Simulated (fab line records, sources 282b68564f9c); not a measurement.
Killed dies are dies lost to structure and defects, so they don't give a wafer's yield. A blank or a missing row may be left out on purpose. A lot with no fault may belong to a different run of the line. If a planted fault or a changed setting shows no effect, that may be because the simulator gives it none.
A lot that was struck, set against a sound lot || flow rit-cmos || 18 out of 202 route steps
Sound: the wafers L249.2, L249.4, L249.5. Struck: wafers L265.2, L265.3, L265.6. The cause is named last.
Per side, at each step with rows, come the tool, then ch with its chambers, and then its first start. Under that, the readings that differ: sound wafers || struck wafers || difference of the means || sigmas: that difference in standard deviations of wafers without a fault.
alike: words and numbers the same on both sides, and readings whose means are apart by under 2 such deviations; not compared: readings that were withheld, readings missing a value for some wafer, numbers with overlapping values and no deviation given by the record, and bounds like >300 which may hide the same value.
Wherever a step has rows on one side only, a row that says differs or no value, or a row with sigmas, the two part there. When numbers do not overlap yet have no deviation, they are printed without sigmas and do not part them. A reading that every wafer of one side lacks parts them only if that side has two wafers or more.

RIT_M1_SPUTTER_00: material Al, target thk 400 nm, time 500 s.
  sound on pvd-sputter-01 at day 3 10:41; struck on pvd-sputter-01 at day 6 18:50
  alike: throttle-valve-pct
RIT_M1_RS_MEAS_01: measurement is done with a four-point probe.
  sound on film-metro-04 at day 3 10:59; struck on film-metro-04 at day 6 19:09
  alike: M1_AL_RS
RIT_M1_THK_MEAS_02: measures by xrf.
  sound on film-metro-04 at day 3 11:06; struck on film-metro-04 at day 6 19:16
  alike: M1_AL_THK
then, 6 steps without rows for these wafers: RIT_M1_HMDS_03 (prime time 60 s); RIT_M1_COAT_04 (resist thk 1300 nm); RIT_M1_SOFTBAKE_05 (time 60 s); RIT_M1_EXPOSE_06 (exposes mask M12, target cd 2600 nm); RIT_M1_PEB_07; RIT_M1_DEVELOP_08 (develop time 68 s).
RIT_M1_CD_MEAS_09 targets a cd of 2600 nm.
  sound on cd-sem-02 at day 3 12:03; struck on cd-sem-02 at day 6 20:20
  alike: cd-nm
RIT_M1_OVL_MEAS_10:
  sound on overlay-02 at day 3 12:10; struck on overlay-01 at day 6 20:26
  alike: M1_OVL
then, 1 step without rows for these wafers: RIT_M1_HARDBAKE_11 (time 120 s).
RIT_M1_METAL_ETCH_12: etches Al in Cl2/BCl3, stops on SiO2, time 165 s, target depth 600 nm.
  sound on rie-metal-04 ch 0,1, day 3 12:26; struck on rie-metal-03 ch 0,1, day 6 20:43
{"reading": "model.NOVOLAK_of_M1_COAT_04.thk-nm (nm)", "sound": "797 807.4 799.2", "struck": "560.9 578 575.3", "difference": -229.8, "sigmas": ""}
{"reading": "model.M1.feature-depth-nm (nm)", "sound": "431.2 429.3 429.1", "struck": "461.6 454.4 461.3", "difference": "+29.2", "sigmas": ""}
{"reading": "model.SiO2_of_CONTACT_CVD_00.thk-nm (nm)", "sound": "356.4 363.6 366.9", "struck": "325.8 327.8 335.4", "difference": -32.6, "sigmas": ""}
  alike: drypump-motor-current-A, oes-product-au, throttle-valve-pct
  not compared: rf-hours-counter-h
then, 1 step without rows for these wafers: RIT_M1_STRIP_13 (strips in nmp, time 600 s).
RIT_M1_STRIP_14: strips in O2, time 180 s.
  sound on plasma-asher-04 ch 0,1, day 3 12:47; struck on plasma-asher-04 ch 0,1, day 6 21:14
  alike: drypump-motor-current-A, o2-flow-sccm
  not compared: rf-hours-counter-h
RIT_M1_CD_MEAS_90 targets a cd of 2600 nm.
  sound on cd-sem-01 at day 3 12:58; struck on cd-sem-01 at day 6 21:26
{"reading": "cd-nm (nm)", "sound": "2603 2596 2599", "struck": "2576 2580 2580", "difference": -21, "sigmas": -6}
then, 1 step without rows for these wafers: RIT_M1_ANNEAL_15 (time 1800 s).
RIT_M1_PROBE_99:
  sound on prober-02 at day 3 14:44; struck on prober-02 at day 6 23:12
{"reading": "killed-short", "sound": "3 2 2", "struck": "8 4 6", "difference": "+4", "sigmas": "+2"}
{"reading": "model.etest.m1.width-nm (nm)", "sound": "2598 2599 2600", "struck": "2576 2585 2584", "difference": -17, "sigmas": ""}
{"reading": "model.etest.antenna-m1.gate-log10-a-cm2", "sound": "-6.658 -6.335 -6.694", "struck": "-5.626 -5.926 -6.245", "difference": "+0.630", "sigmas": ""}
{"reading": "model.etest.antenna-m1.vt-shift-v (V)", "sound": "-0.01338 -0.004511 -0.01401", "struck": "-0.03135 -0.03156 -0.03045", "difference": -0.02049, "sigmas": ""}
  alike: defect-limited-yield, killed-at-contacts, killed-at-front-end, killed-dies, killed-open, sort_bin_3_pad_short, sort_bin_5_function, sort_bin_6_memory, sort-n-pass, sort-yield-pct

WHERE THEY PART
Last at RIT_M1_PROBE_99 as far as this record goes, first at RIT_M1_CD_MEAS_90.

WHY: the cause the simulator had injected
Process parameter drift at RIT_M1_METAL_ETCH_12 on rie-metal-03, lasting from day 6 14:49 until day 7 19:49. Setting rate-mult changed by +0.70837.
